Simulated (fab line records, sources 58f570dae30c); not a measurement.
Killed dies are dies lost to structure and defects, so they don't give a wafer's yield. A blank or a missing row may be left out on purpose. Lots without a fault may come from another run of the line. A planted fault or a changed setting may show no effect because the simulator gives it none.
Which tool did it? | flow berkeley_cmos170 | 7 lots, 21 wafers sampled, at 3 steps of a route of 331

WHAT THE GAUGES READ, wafer by wafer
UCB170_M2_RS_MEAS_02: measures by four-point-probe.
lot  | measured     | on            | M2_AL_RS (ohm/sq)
L450 | day 8 05:32  | film_metro-04 | 0.0322 0.0325 0.0321
L453 | day 8 22:10  | film_metro-04 | 0.0328 0.0324 0.0326
L456 | day 9 07:31  | film_metro-03 | 0.0328 0.0324 0.0325
L458 | day 9 16:15  | film_metro-03 | 0.0320 0.0322 0.0320
L459 | day 10 02:54 | film_metro-04 | 0.0322 0.0322 0.0322
L463 | day 10 20:32 | film_metro-01 | 0.0160 0.0160 0.0160
L471 | day 12 00:05 | film_metro-04 | 0.0320 0.0320 0.0320

WHICH TOOL RAN EACH LOT (tool, then ch and the chambers of the sampled wafers, then the start)
lot  | UCB170_SDANNEAL_RTA_00           | UCB170_M2_SPUTTER_01
L450 | rtp_anneal-02 ch 0, day 7 10:53  | pvd_sputter-02, day 8 05:26
L453 | rtp_anneal-01 ch 0, day 8 04:30  | pvd_sputter-03, day 8 22:01
L456 | rtp_anneal-01 ch 0, day 8 11:36  | pvd_sputter-01, day 9 07:26
L458 | rtp_anneal-02 ch 0, day 8 20:29  | pvd_sputter-03, day 9 16:10
L459 | rtp_anneal-02 ch 0, day 9 10:54  | pvd_sputter-03, day 10 02:46
L463 | rtp_anneal-02 ch 0, day 10 03:14 | pvd_sputter-01, day 10 20:09
L471 | rtp_anneal-02 ch 0, day 11 10:26 | pvd_sputter-02, day 12 00:00
- UCB170_SDANNEAL_RTA_00: time 10.15 s.
- UCB170_M2_SPUTTER_01: material Al, target thk 900 nm, time 120 s.

THE ANSWER, worked out from the rows above alone
Rule: what is usual is taken from the lots themselves. Put in order of their means at a reading, lots are off if they are a third of the lots or fewer, leave a main group of 4 or more, and stand apart from it by a gap of 3 or more times the standard deviation of the main group's means; of several such gaps the widest counts. A main group whose means are all the same, to the digits that the tables above print for the reading, isn't used. A lot without any number at a reading at which 4 lots or more have one is off too. The other lots that the step has rows for count as sound.
Off: L463, at UCB170_M2_RS_MEAS_02 (M2_AL_RS). The main group: mean 0.0323 ohm/sq, standard deviation 0.00023.
A tool fits if, at a process step before that reading, it ran every lot that is off, and no sound lot after the first of them. The gauges at UCB170_M2_RS_MEAS_02 are tried like those tools. Can't be told from this: 2 tools fit, pvd_sputter-01 at UCB170_M2_SPUTTER_01, film_metro-01 at UCB170_M2_RS_MEAS_02.

WHAT THE SIMULATOR HAD PUT IN
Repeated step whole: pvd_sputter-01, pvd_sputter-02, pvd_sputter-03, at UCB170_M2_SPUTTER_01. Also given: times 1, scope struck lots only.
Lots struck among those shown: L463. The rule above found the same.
